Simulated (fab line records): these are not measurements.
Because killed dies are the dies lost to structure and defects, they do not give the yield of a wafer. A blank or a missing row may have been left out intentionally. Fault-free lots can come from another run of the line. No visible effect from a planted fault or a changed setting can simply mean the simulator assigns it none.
Comparing a struck lot with a sound one	flow rit-cmos	44 steps out of a route of 202
Sound: wafers L941.2, L941.5, L941.6. The struck wafers were L938.1, L938.3, L938.5. At the end, the cause is stated.
At each step with rows: each side's tool, then ch and its chambers, then its first start. Under that, the readings that differ: sound wafers	struck wafers	difference of the means	sigmas: that difference in standard deviations of wafers without a fault.
alike: words and numbers the same on both sides, and readings whose means are apart by under 2 such deviations; not compared: readings that were withheld, readings missing a value for some wafer, numbers with overlapping values and no deviation given by the record, and bounds like >300 which may hide the same value.
A row with sigmas, a row that says differs or no value, or rows on one side alone: a step with any of these is where the two part. Numbers that have no deviation but don't overlap get no sigmas and don't part them. A reading that every wafer of one side lacks parts them only if that side has two wafers or more.

first, 2 steps without rows for these wafers: RIT_PRETRO_HARDBAKE_07 (time 120 s); RIT_PRETRO_IMPLANT_08.
RIT_PRETRO_STRIP_09: strips in O2, time 180 s.
  sound on plasma-asher-01 ch 0,1, day 7 04:20; struck on plasma-asher-04 ch 0,1, day 6 07:07
  alike: chamber-pressure-mTorr, drypump-motor-current-A
  not compared: rf-hours-counter-h
RIT_PRETRO_TW_MEAS_10:
  struck on film-metro-01, day 6 07:17; sound on film-metro-04, day 7 04:32
reading	sound	struck	difference	sigmas
PRETRO_TW	462 465 465	477 478 478	+14	+2
then, 5 steps without rows for these wafers: RIT_GATE_WET_ETCH_00 (etches SiO2 in BOE, target depth 56 nm, time 60 s); RIT_GATE_CLEAN_01 (cleans in SC1, time 600 s); RIT_GATE_CLEAN_02 (cleans in dHF, time 30 s); RIT_GATE_CLEAN_03 (cleans in SC2, time 600 s); RIT_GATE_CLEAN_04 (cleans in dHF, time 60 s).
RIT_FOX2_THK_MEAS_91:
  struck on film-metro-04, day 6 07:46; sound on film-metro-01, day 7 05:00
  alike: FIELD_OXIDE_LEFT_2_THK
then, 2 steps without rows for these wafers: RIT_GATE_OXIDATION_05 (target thk 3 nm, ox time 270 s); RIT_GATE_ANNEAL_06 (time 600 s).
RIT_GATE_THK_MEAS_07:
  struck on film-metro-02, day 6 17:16; sound on film-metro-04, day 7 09:08
reading	sound	struck	difference	sigmas
GATE_OXIDE_THK (nm)	2.93 2.91 2.92	5.49 5.41 5.44	+2.53	+41
  not compared: hold
RIT_GATE_CVD_08: deposits poly-Si from SiH4, target thk 250 nm, time 2220 s.
  sound on lpcvd-01 ch 0, day 7 10:12; struck on lpcvd-01 ch 1, day 6 20:56
reading	sound	struck	difference	sigmas
hold	- - -	await-dispo/3.4h/release await-dispo/3.4h/release await-dispo/3.4h/release	no value on the sound wafers	
  not compared: model.poly-Si_of_GATE_CVD_08.thk-nm
RIT_GATE_THK_MEAS_09:
  struck on film-metro-04, day 6 22:33; sound on film-metro-01, day 7 11:49
  alike: GATE_POLY_THK
then, 6 steps without rows for these wafers: RIT_GATE_HMDS_10 (prime time 60 s); RIT_GATE_COAT_11 (resist thk 850 nm); RIT_GATE_SOFTBAKE_12 (time 60 s); RIT_GATE_EXPOSE_13 (exposes mask M6, target cd 150 nm); RIT_GATE_PEB_14; RIT_GATE_DEVELOP_15 (develop time 50 s).
RIT_GATE_CD_MEAS_16: target cd 150 nm.
  struck on cd-sem-01, day 6 23:47; sound on cd-sem-01, day 7 12:52
  alike: cd-nm
RIT_GATE_OVL_MEAS_17:
  struck on overlay-01, day 6 23:54; sound on overlay-01, day 7 12:58
  alike: GATE_OVL
then, 1 step without rows for these wafers: RIT_GATE_HARDBAKE_18 (time 60 s).
RIT_GATE_ETCH_19: etches poly-Si in SF6/CHF3/O2, stops on SiO2, time 165 s, target depth 312.5 nm.
  sound on rie-si-01 ch 1,2, day 7 13:09; struck on rie-si-02 ch 0,1,2, day 7 00:05
  alike: chamber-pressure-mTorr, drypump-motor-current-A, oes-product-au, throttle-valve-pct
  not compared: rf-hours-counter-h, model.GATE.feature-depth-nm, model.etch.depth-nm
RIT_GATE_STRIP_20: strips in O2, time 180 s.
  sound on plasma-asher-01 ch 0,1, day 7 13:16; struck on plasma-asher-04 ch 0,1, day 7 00:12
  alike: chamber-pressure-mTorr, drypump-motor-current-A
  not compared: rf-hours-counter-h
RIT_GATE_CD_MEAS_90: target cd 150 nm.
  struck on cd-sem-01, day 7 00:22; sound on cd-sem-02, day 7 13:28
  alike: cd-nm
then, 4 steps without rows for these wafers: RIT_REOX_CLEAN_00 (cleans in SC1, time 600 s); RIT_REOX_CLEAN_01 (cleans in dHF, time 30 s); RIT_REOX_CLEAN_02 (cleans in SC2, time 600 s); RIT_REOX_OXIDATION_03 (target thk 25.2 nm, ox time 5580 s).
RIT_REOX_THK_MEAS_04:
  struck on film-metro-02, day 7 04:22; sound on film-metro-02, day 7 19:44
  alike: REOX_OXIDE_THK
then, 6 steps without rows for these wafers: RIT_NLDD_HMDS_00 (prime time 60 s); RIT_NLDD_COAT_01 (resist thk 1000 nm); RIT_NLDD_SOFTBAKE_02 (time 60 s); RIT_NLDD_EXPOSE_03 (exposes mask M7, target cd 40700 nm); RIT_NLDD_PEB_04; RIT_NLDD_DEVELOP_05 (develop time 50 s).
RIT_NLDD_OVL_MEAS_06:
  struck on overlay-02, day 7 05:20; sound on overlay-01, day 7 21:01
  alike: NLDD_OVL
then, 2 steps without rows for these wafers: RIT_NLDD_HARDBAKE_07 (time 60 s); RIT_NLDD_IMPLANT_08.
RIT_NLDD_STRIP_09: strips in O2, time 180 s.
  sound on plasma-asher-04 ch 0,1, day 7 21:21; struck on plasma-asher-02 ch 0, day 7 05:56
  alike: chamber-pressure-mTorr, drypump-motor-current-A
  not compared: rf-hours-counter-h
RIT_SDANNEAL_CLEAN_02: cleans in SC2, time 600 s.
  sound on wet-bench-04 ch 2, day 8 06:04; struck on wet-bench-02 ch 1, day 7 13:28
  not compared: model.poly-Si_of_GATE_CVD_08.thk-nm
RIT_M1_PROBE_99:
  struck on prober-02, day 7 21:18; sound on prober-02, day 8 13:58
  alike: killed-at-contacts, killed-at-front-end, killed-dies, killed-open, killed-short

== WHERE THEY PART ==
Earliest at RIT_PRETRO_TW_MEAS_10; latest, in this record, at RIT_GATE_CVD_08. Later steps at which nothing parts them and some readings are alike: RIT_GATE_THK_MEAS_09, RIT_GATE_CD_MEAS_16, RIT_GATE_OVL_MEAS_17, RIT_GATE_ETCH_19, RIT_GATE_STRIP_20, RIT_GATE_CD_MEAS_90, RIT_REOX_THK_MEAS_04, RIT_NLDD_OVL_MEAS_06, RIT_NLDD_STRIP_09, RIT_M1_PROBE_99.

WHY: what the simulator had put in
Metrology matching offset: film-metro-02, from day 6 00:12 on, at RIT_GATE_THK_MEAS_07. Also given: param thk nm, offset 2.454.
